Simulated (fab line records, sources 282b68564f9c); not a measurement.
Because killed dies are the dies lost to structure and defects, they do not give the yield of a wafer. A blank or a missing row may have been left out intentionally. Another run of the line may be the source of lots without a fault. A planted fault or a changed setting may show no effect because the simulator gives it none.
Which tool did it? -- flow rit_cmos -- Sampling: 13 lots, 39 wafers, 5 of 202 route steps

== WHAT THE GAUGES READ, wafer by wafer ==
Not one reading of a measure or inspect step in the record can be checked against a usual standard deviation.

== WHICH TOOL RAN EACH LOT (tool, then ch and the chambers of the sampled wafers, then the start) ==
lot,RIT_ACTIVE_ETCH_13,RIT_NSD_STRIP_09,RIT_PSD_STRIP_09,RIT_SILICIDE_RTA_06,RIT_M1_PROBE_99
L338,"rie_diel-01 ch 1,2,3, day 1 14:43","plasma_asher-04 ch 0,1, day 2 22:34","plasma_asher-02 ch 0,1, day 3 00:14","rtp_anneal-02 ch 0, day 3 01:47",-
L339,"rie_diel-02 ch 1,2, day 1 19:43","plasma_asher-03 ch 0,1, day 3 04:59","plasma_asher-02 ch 0,1, day 3 06:24","rtp_anneal-01 ch 0, day 3 07:58",-
L340,"rie_diel-02 ch 1,2,3, day 2 01:11","plasma_asher-03 ch 0,1, day 3 09:52","plasma_asher-02 ch 0,1, day 3 11:17","rtp_anneal-02 ch 0, day 3 12:53",-
L341,"rie_diel-03 ch 0,2,3, day 2 06:28","plasma_asher-03 ch 0,1, day 3 15:26","plasma_asher-01 ch 0,1, day 3 17:11","rtp_anneal-01 ch 0, day 3 18:46",-
L342,"rie_diel-01 ch 1,2,3, day 2 11:25","plasma_asher-02 ch 1, day 3 19:40","plasma_asher-02 ch 0,1, day 3 21:05","rtp_anneal-02 ch 0, day 3 22:41",-
L343,"rie_diel-02 ch 0,2,3, day 2 16:08","plasma_asher-04 ch 0,1, day 3 23:50","plasma_asher-01 ch 1, day 4 01:16","rtp_anneal-01 ch 0, day 4 02:54",-
L351,"rie_diel-03 ch 0,1,3, day 4 07:50","plasma_asher-02 ch 0,1, day 5 16:19","plasma_asher-01 ch 0,1, day 5 17:44","rtp_anneal-01 ch 0, day 5 19:20",-
L355,"rie_diel-01 ch 1,2, day 5 03:43","plasma_asher-02 ch 0,1, day 6 11:45","plasma_asher-01 ch 0,1, day 6 13:10","rtp_anneal-01 ch 0, day 6 14:49",-
L356,"rie_diel-02 ch 0,1,2, day 5 08:43","plasma_asher-02 ch 0,1, day 6 17:21","plasma_asher-02 ch 0,1, day 6 18:46","rtp_anneal-02 ch 0, day 6 20:20",-
L357,"rie_diel-03 ch 1,2,3, day 5 13:43","plasma_asher-02 ch 0,1, day 6 23:04","plasma_asher-02 ch 0,1, day 7 00:29","rtp_anneal-01 ch 0, day 7 02:06",-
L359,"rie_diel-02 ch 1,2, day 5 23:50","plasma_asher-02 ch 0,1, day 7 07:56","plasma_asher-02 ch 0,1, day 7 09:29","rtp_anneal-01 ch 0, day 7 11:05","prober-01, day 7 17:37"
L360,"rie_diel-01 ch 0,1,3, day 6 05:32","plasma_asher-04 ch 0,1, day 7 12:56","plasma_asher-01 ch 0,1, day 7 14:22","rtp_anneal-02 ch 0, day 7 15:58","prober-02, day 7 22:31"
L361,"rie_diel-01 ch 0,1,3, day 6 09:50","plasma_asher-02 ch 0,1, day 7 17:28","plasma_asher-01 ch 0,1, day 7 18:53","rtp_anneal-01 ch 0, day 7 20:30",-
- RIT_ACTIVE_ETCH_13: etches Si3N4 in SF6, stops on SiO2, time 210 s, target depth 210 nm.
- RIT_NSD_STRIP_09: strips in O2, time 180 s.
- RIT_PSD_STRIP_09: strips in O2, time 180 s.
- RIT_SILICIDE_RTA_06: time 10 s, ramp up 5 s, ramp down 10 s.
- RIT_M1_PROBE_99

== WHAT THE TOOLS THEMSELVES READ (means of the sampled wafers that have a number; where no wafer has one, the mark that the record gives instead) ==
RIT_ACTIVE_ETCH_13. Usual: chamber_pressure_mTorr 260.02 mTorr, standard deviation 0.26; drypump_motor_current_A 5.6 A, standard deviation 0.45; oes_product_au 0.817 a.u., standard deviation 0.015; throttle_valve_pct 7.52 %, standard deviation 0.11.
lot,tool,chamber_pressure_mTorr (mTorr),drypump_motor_current_A (A),oes_product_au (a.u.),throttle_valve_pct (%),flag
L338,rie_diel-01,260.11,5.4,0.820,7.48,
L339,rie_diel-02,259.89,5.1,0.830,7.49,
L340,rie_diel-02,259.87,5.1,0.815,7.57,
L341,rie_diel-03,260.01,5.9,0.803,7.59,
L342,rie_diel-01,260.41,5.4,0.819,7.49,
L343,rie_diel-02,216.84,5.1,0.820,7.57,OFF
L351,rie_diel-03,260.01,6.2,0.816,7.54,
L355,rie_diel-01,260.07,5.5,0.834,7.47,
L356,rie_diel-02,260.12,5.3,0.819,7.56,
L357,rie_diel-03,260.08,6.0,0.808,7.55,
L359,rie_diel-02,259.83,5.1,0.826,7.50,
L360,rie_diel-01,260.04,5.6,0.813,7.42,
L361,rie_diel-01,259.99,5.6,0.813,7.43,

RIT_NSD_STRIP_09. Usual: chamber_pressure_mTorr 3999 mTorr, standard deviation 3.8; drypump_motor_current_A 5.7 A, standard deviation 0.6.
lot,tool,chamber_pressure_mTorr (mTorr),drypump_motor_current_A (A),flag
L338,plasma_asher-04,3998,5.0,
L339,plasma_asher-03,4001,5.6,
L340,plasma_asher-03,3996,5.6,
L341,plasma_asher-03,3999,5.7,
L342,plasma_asher-02,4003,6.6,
L343,plasma_asher-04,3999,5.4,
L351,plasma_asher-02,4000,6.2,
L355,plasma_asher-02,4002,5.7,
L356,plasma_asher-02,4001,5.7,
L357,plasma_asher-02,4002,6.1,
L359,plasma_asher-02,4000,6.2,
L360,plasma_asher-04,3997,5.0,
L361,plasma_asher-02,4000,6.2,

RIT_PSD_STRIP_09. Usual: chamber_pressure_mTorr 4000 mTorr, standard deviation 4.4; drypump_motor_current_A 5.6 A, standard deviation 0.52.
lot,tool,chamber_pressure_mTorr (mTorr),drypump_motor_current_A (A),flag
L338,plasma_asher-02,4010,6.2,
L339,plasma_asher-02,3997,6.1,
L340,plasma_asher-02,4001,5.7,
L341,plasma_asher-01,4002,5.3,
L342,plasma_asher-02,4000,6.1,
L343,plasma_asher-01,4003,5.3,
L351,plasma_asher-01,4000,5.3,
L355,plasma_asher-01,3999,5.3,
L356,plasma_asher-02,4003,6.1,
L357,plasma_asher-02,3997,6.2,
L359,plasma_asher-02,4004,5.7,
L360,plasma_asher-01,3996,5.2,
L361,plasma_asher-01,3998,5.3,

RIT_SILICIDE_RTA_06. Usual: wafer_temp_C_max at 753.0, with a standard deviation of 0.93.
lot,tool,wafer_temp_C_max,flag
L338,rtp_anneal-02,753.7,
L339,rtp_anneal-01,752.7,
L340,rtp_anneal-02,753.7,
L341,rtp_anneal-01,752.1,
L342,rtp_anneal-02,754.2,
L343,rtp_anneal-01,751.8,
L351,rtp_anneal-01,752.1,
L355,rtp_anneal-01,752.8,
L356,rtp_anneal-02,753.6,
L357,rtp_anneal-01,752.4,
L359,rtp_anneal-01,752.6,
L360,rtp_anneal-02,753.6,
L361,rtp_anneal-01,752.2,

RIT_M1_PROBE_99. Usual: killed_at_M0_to_M3 0.0, standard deviation 0.14; killed_at_contacts 0.1, standard deviation 0.36; killed_at_front_end 7, standard deviation 3.4; killed_dies 7, standard deviation 3.4; killed_open 3.3, standard deviation 2; killed_short 3.8, standard deviation 2.4.
lot,tool,killed_at_M0_to_M3,killed_at_contacts,killed_at_front_end,killed_dies,killed_open,killed_short,flag
L359,prober-01,0.0,0.0,8,8,3.7,4.3,
L360,prober-02,0.0,0.0,7,7,2.7,4.0,

== THE ANSWER, worked out from the rows above alone ==
Rule: lot off if the mean of its wafers having a number is beyond 3 standard deviations from the usual mean. A lot without any number at a reading at which 4 lots or more have one is off too. Where the step has rows for the other lots, those lots are counted as sound. The gauges are gone through in route order, then the tools' own readings, and for those a lot's mean is taken as printed above. The first step at which some lot is off is used, and at that step the reading that is off furthest; a lot without a number counts as furthest.
Off: L343, at RIT_ACTIVE_ETCH_13 (chamber_pressure_mTorr).
A tool fits if, at that step or a process step before it, it ran every lot that is off, and no sound lot after the first of them. Of those tried, none fits.

== WHAT HAD BEEN PUT IN BY THE SIMULATOR ==
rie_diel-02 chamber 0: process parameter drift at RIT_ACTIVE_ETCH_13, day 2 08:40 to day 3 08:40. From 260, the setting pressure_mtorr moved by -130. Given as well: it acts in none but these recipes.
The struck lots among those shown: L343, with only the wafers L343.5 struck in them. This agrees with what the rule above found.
